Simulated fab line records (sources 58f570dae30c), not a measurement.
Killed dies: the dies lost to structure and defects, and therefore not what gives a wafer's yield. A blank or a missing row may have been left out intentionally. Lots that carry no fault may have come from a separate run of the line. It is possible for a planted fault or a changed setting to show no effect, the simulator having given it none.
The tool behind it: which one? + flow berkeley_cmos170 + 13 lots, 39 wafers sampled, at 3 steps of a route of 331

WHAT EACH GAUGE READ, for each wafer
UCB170_V2_THK_MEAS_01.
| lot  | measured     | on            | V2_TEOS_THK (nm) |
|------|--------------|---------------|------------------|
| L186 | day 7 06:19  | film_metro-01 | 1976 1986 2020   |
| L187 | day 7 06:52  | film_metro-01 | 1972 1977 2011   |
| L185 | day 7 07:36  | film_metro-02 | 1972 1991 1999   |
| L191 | day 8 07:58  | film_metro-01 | 1995 2025 2031   |
| L197 | day 9 10:47  | film_metro-04 | 1910 1936 1936   |
| L200 | day 10 11:19 | film_metro-01 | 2007 2014 2021   |
| L202 | day 10 11:36 | film_metro-01 | 1954 1992 2006   |
| L198 | day 10 11:35 | film_metro-04 | 1897 1929 1932   |
| L199 | day 10 11:49 | film_metro-04 | 1986 2004 2024   |
| L203 | day 11 10:23 | film_metro-04 | 2013 2055 2006   |
| L207 | day 12 06:15 | film_metro-01 | 1984 2010 2003   |
| L206 | day 12 06:35 | film_metro-01 | 1982 2000 2008   |
| L208 | day 12 06:42 | film_metro-02 | 1994 2054 2044   |

UCB170_V2_CD_MEAS_12: the cd target is 700 nm.
| lot  | measured     | on        | cd_nm (nm)        |
|------|--------------|-----------|-------------------|
| L186 | day 7 09:11  | cd_sem-02 | 701.6 701.8 702.7 |
| L187 | day 7 09:14  | cd_sem-01 | 699.7 701.2 701.6 |
| L185 | day 7 09:44  | cd_sem-01 | 701.6 701.8 700.0 |
| L191 | day 8 09:50  | cd_sem-02 | 699.9 698.7 700.0 |
| L197 | day 9 12:32  | cd_sem-01 | 711.1 712.4 712.2 |
| L200 | day 10 13:25 | cd_sem-02 | 700.3 698.6 698.7 |
| L202 | day 10 13:55 | cd_sem-01 | 701.4 702.3 701.0 |
| L198 | day 10 13:38 | cd_sem-02 | 704.8 704.5 704.6 |
| L199 | day 10 14:13 | cd_sem-01 | 699.2 698.3 698.3 |
| L203 | day 11 12:14 | cd_sem-02 | 698.7 699.4 698.7 |
| L207 | day 12 07:58 | cd_sem-01 | 700.4 700.3 699.8 |
| L206 | day 12 08:55 | cd_sem-02 | 701.4 701.4 701.7 |
| L208 | day 12 09:05 | cd_sem-02 | 700.9 702.1 702.4 |

EACH LOT AND THE TOOL THAT RAN IT (in order: tool; ch and the chambers of the sampled wafers; start)
| lot  | UCB170_V2_CVD_00                |
|------|---------------------------------|
| L186 | pecvd-04 ch 1,2, day 7 06:10    |
| L187 | pecvd-01 ch 0,1,2, day 7 06:43  |
| L185 | pecvd-04 ch 0,1,2, day 7 07:26  |
| L191 | pecvd-04 ch 0,1, day 8 07:47    |
| L197 | pecvd-01 ch 0,1,2, day 9 10:37  |
| L200 | pecvd-04 ch 0,1,2, day 10 11:13 |
| L202 | pecvd-03 ch 0,1, day 10 11:22   |
| L198 | pecvd-01 ch 1,2, day 10 11:25   |
| L199 | pecvd-04 ch 1,2, day 10 11:40   |
| L203 | pecvd-04 ch 0,1,2, day 11 10:04 |
| L207 | pecvd-04 ch 0,1,2, day 12 06:08 |
| L206 | pecvd-03 ch 0,2, day 12 06:25   |
| L208 | pecvd-04 ch 1,2, day 12 06:33   |
- UCB170_V2_CVD_00: deposits SiO2 from TEOS/O2, target thk 2000 nm, time 250 s.

WHAT THE TOOLS THEMSELVES READ (means of the sampled wafers that have a number; where no wafer has one, the mark that the record gives instead)
UCB170_V2_CVD_00.
| lot  | tool     | heater_power_w (W) | pressure_mtorr (mTorr) | rf_fwd_power_W (W) |
|------|----------|--------------------|------------------------|--------------------|
| L186 | pecvd-04 | 311                | 8999                   | 548.4              |
| L187 | pecvd-01 | 235                | 9005                   | 547.6              |
| L185 | pecvd-04 | 318                | 9003                   | 547.2              |
| L191 | pecvd-04 | 282                | 9014                   | 551.2              |
| L197 | pecvd-01 | 247                | 9000                   | 481.6              |
| L200 | pecvd-04 | 336                | 8982                   | 548.7              |
| L202 | pecvd-03 | 242                | 8980                   | 549.2              |
| L198 | pecvd-01 | 250                | 8995                   | 482.0              |
| L199 | pecvd-04 | 278                | 9024                   | 549.5              |
| L203 | pecvd-04 | 305                | 8988                   | 549.7              |
| L207 | pecvd-04 | 267                | 8984                   | 548.2              |
| L206 | pecvd-03 | 227                | 9023                   | 547.1              |
| L208 | pecvd-04 | 267                | 9018                   | 547.7              |

THE ANSWER, worked out from the rows above alone
Rule: the lots themselves supply what counts as usual. The widest of any qualifying gaps counts: lots, ordered by their means at a reading, are off when they make up no more than a third of the lots, leave a main group of 4 or more, and stand apart from it by 3 or more times the standard deviation of that group's means. A main group whose means are all the same, to the digits that the tables above print for the reading, isn't used. Also off: a lot with no number at a reading for which 4 or more lots have one. All remaining lots with rows at the step are treated as sound. After the gauges, taken in route order, come the tools' own readings; for these a lot's mean is taken, as printed above. The first step at which some lot is off is used, and at that step the reading that is off furthest; a lot without a number counts as furthest.
Off: L197, L198, seen at UCB170_V2_THK_MEAS_01 (V2_TEOS_THK). For the main group the mean is 2004 nm and the standard deviation 15.
A tool fits if, at a process step before that reading, it ran every lot that is off, and no sound lot after the first of them. Not tried: the gauges at UCB170_V2_THK_MEAS_01; whatever is off there is also off at UCB170_V2_CVD_00, on other tools, and gauge error can't account for it. One candidate fits, namely pecvd-01 at UCB170_V2_CVD_00. A fault onset in the window from L187 (day 7 06:43, its last sound lot) to L197 (day 9 10:37, its first lot off) fits.
The tool's own readings at UCB170_V2_CVD_00 bear it out: on the lots that are off they differ by more than 5 times the standard deviation of the sound lots' means. rf_fwd_power_W reads 481.8 W there against 548.6 W on the sound lots.

WHAT WAS PUT IN BY THE SIMULATOR
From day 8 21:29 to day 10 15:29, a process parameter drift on pecvd-01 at UCB170_V2_CVD_00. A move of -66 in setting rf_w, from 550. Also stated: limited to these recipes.
Struck lots among those shown: L197, L198. The same result came from the rule above.
